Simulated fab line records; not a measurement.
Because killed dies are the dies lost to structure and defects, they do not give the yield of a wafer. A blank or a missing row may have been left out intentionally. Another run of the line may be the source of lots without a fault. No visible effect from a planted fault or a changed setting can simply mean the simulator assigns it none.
2 desks looking at one fault :: flow rit cmos :: what lay behind the numbers comes last; until then each desk has only its own

== THE TOOL OWNER'S DESK: litho track-01 ==
The tool's own readings at RIT_NLDD_DEVELOP_05 (develop time 50 s): means of the sampled wafers that have a number, for each lot that ran on this tool. If a lot's mean is further than 4 standard deviations from the usual mean, the lot is out of limits and carries the mark OUT (the distance appears in the brackets).
Columns: A = developer temp C at RIT_NLDD_DEVELOP_05, usual 23.01 C
lot: L468
first seen here: day 4 10:00
A: 23.10

lot: L471
first seen here: day 4 22:00
A: 22.99

lot: L475
first seen here: day 5 15:00
A: 25.28 (+26) OUT

lot: L478
first seen here: day 6 04:00
A: 25.35 (+27) OUT
This desk's finding: out of limits on L475, L478; first on L475, day 5 15:00 (developer temp C at RIT_NLDD_DEVELOP_05). Within limits: L468, L471.

== METROLOGY DESK ==
What the gauges read for every lot (on any tool): the sampled wafers with a number, averaged. If a lot's mean is further than 4 standard deviations from the usual mean, the lot is out of limits and carries the mark OUT (the distance appears in the brackets).
Columns: A = ACTIVE_OXIDE_THK at RIT_ACTIVE_THK_MEAS_02, usual 47.0 nm; B = cd nm at RIT_CONTACT_CD_MEAS_90, usual 1000.8 nm
lot: L463
first seen here: day 1 17:03
A: 46.7
B: 1000.1

lot: L465
first seen here: day 2 03:20
A: 47.1
B: 1000.0

lot: L466
first seen here: day 2 10:14
A: 47.6
B: 1001.6

lot: L467
first seen here: day 2 14:34
A: 47.4
B: 1005.3

lot: L468
first seen here: day 2 18:46
A: 47.3
B: 996.5

lot: L470
first seen here: day 3 06:43
A: 46.9
B: 997.4

lot: L471
first seen here: day 3 12:10
A: 49.2
B: 1000.1

lot: L475
first seen here: day 4 05:20
A: 46.2
B: 1002.8

lot: L477
first seen here: day 4 16:47
A: 47.0
B: 1001.4

lot: L478
first seen here: day 4 20:58
A: 46.8
B: 1003.5

lot: L479
first seen here: day 5 01:16
A: 47.4
B: 1000.7

lot: L482
first seen here: day 5 16:28
A: 47.5
B: 998.9

lot: L483
first seen here: day 5 21:03
A: 46.5
B: 999.0

lot: L484
first seen here: day 6 02:53
A: 46.4
B: 1000.1
This desk found nothing out of limits on any of the 14 lots.

== ALL TOGETHER ==
An alarm could have come from the tool owner's desk at day 5 15:00, on L475, L478.
At the metrology desk, nothing out of limits was observed.
The metrology desk holds a record of L475, L478, inside its limits.
Of the lots named, all ran RIT_NLDD_DEVELOP_05 on litho track-01.

== WHAT THE SIMULATOR HAD INSERTED ==
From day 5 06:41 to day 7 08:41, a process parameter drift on litho track-01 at RIT_NLDD_DEVELOP_05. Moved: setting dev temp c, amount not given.
Struck lots among those shown: L475, L478.
How many hours passed from the start of the fault until each desk's first out-of-limits reading: the tool owner's desk, 8.
